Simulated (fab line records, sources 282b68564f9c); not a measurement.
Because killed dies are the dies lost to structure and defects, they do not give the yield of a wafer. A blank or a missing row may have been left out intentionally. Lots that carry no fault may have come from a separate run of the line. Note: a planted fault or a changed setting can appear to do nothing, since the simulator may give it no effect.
Which tool did it? + flow ritCmos + at 1 step of a route of 202, 15 lots with 45 wafers sampled

## WHAT THE GAUGES SHOWED, per wafer
The record holds no reading of a measuring or inspecting step that can be judged against a usual standard deviation.

## TOOL THAT RAN EACH LOT (tool first, then ch and the chambers of the sampled wafers, then the start)
| lot  | RIT_SILICIDE_WET_ETCH_05      |
|------|-------------------------------|
| L732 | wetBench-01 ch 0, day 3 08:17 |
| L733 | wetBench-04 ch 2, day 3 08:38 |
| L735 | wetBench-01 ch 1, day 3 16:51 |
| L736 | wetBench-04 ch 3, day 3 23:27 |
| L737 | wetBench-01 ch 0, day 4 03:53 |
| L738 | wetBench-01 ch 1, day 4 08:39 |
| L739 | wetBench-01 ch 2, day 4 12:32 |
| L740 | wetBench-02 ch 0, day 4 18:56 |
| L741 | wetBench-01 ch 0, day 5 00:13 |
| L742 | wetBench-04 ch 2, day 5 05:46 |
| L750 | wetBench-04 ch 2, day 6 19:56 |
| L751 | wetBench-04 ch 1, day 7 01:42 |
| L752 | wetBench-04 ch 2, day 7 06:51 |
| L754 | wetBench-01 ch 1, day 7 16:22 |
| L755 | wetBench-04 ch 0, day 7 21:33 |
- RIT_SILICIDE_WET_ETCH_05: etches Ti in SPM, time 120 s.

## WHAT THE TOOLS THEMSELVES READ (means of the sampled wafers that have a number; where no wafer has one, the mark that the record gives instead)
RIT_SILICIDE_WET_ETCH_05. Usual: bathGuardTempC 90.2 C, standard deviation 0.53; bathHeatDutyPct 13.9 %, standard deviation 1.5.
| lot  | tool        | bathGuardTempC (C) | bathHeatDutyPct (%) | flag |
|------|-------------|--------------------|---------------------|------|
| L732 | wetBench-01 | 91.1               | 14.8                |      |
| L733 | wetBench-04 | 90.2               | 13.5                |      |
| L735 | wetBench-01 | 90.6               | 15.7                |      |
| L736 | wetBench-04 | 90.2               | 13.0                |      |
| L737 | wetBench-01 | 91.2               | 15.4                |      |
| L738 | wetBench-01 | 90.3               | 17.0                |      |
| L739 | wetBench-01 | 90.4               | 14.8                |      |
| L740 | wetBench-02 | -                  | -                   | OFF  |
| L741 | wetBench-01 | -                  | -                   | OFF  |
| L742 | wetBench-04 | -                  | -                   | OFF  |
| L750 | wetBench-04 | 90.2               | 12.4                |      |
| L751 | wetBench-04 | 90.1               | 13.2                |      |
| L752 | wetBench-04 | 90.3               | 12.9                |      |
| L754 | wetBench-01 | 90.5               | 16.4                |      |
| L755 | wetBench-04 | 89.0               | 12.5                |      |

## THE ANSWER, worked out from the rows above alone
Rule: take the mean of a lot's wafers that have a number; if it is more than 3 standard deviations from the usual mean, the lot is off. Also off: a lot with no number at a reading for which 4 or more lots have one. All remaining lots with rows at the step are treated as sound. Order of review: gauges by route order, followed by the tools' own readings, for which a lot's mean as printed above is used. The first step at which some lot is off is used, and at that step the reading that is off furthest; a lot without a number counts as furthest.
Off, at RIT_SILICIDE_WET_ETCH_05 on bathGuardTempC: L740, L741, L742. Without a number there: L740, L741, L742.
A tool fits if, at that step or a process step before it, it ran every lot that is off, and no sound lot after the first of them. Not one of the candidates tried fits.

## WHAT THE SIMULATOR HAD INSERTED
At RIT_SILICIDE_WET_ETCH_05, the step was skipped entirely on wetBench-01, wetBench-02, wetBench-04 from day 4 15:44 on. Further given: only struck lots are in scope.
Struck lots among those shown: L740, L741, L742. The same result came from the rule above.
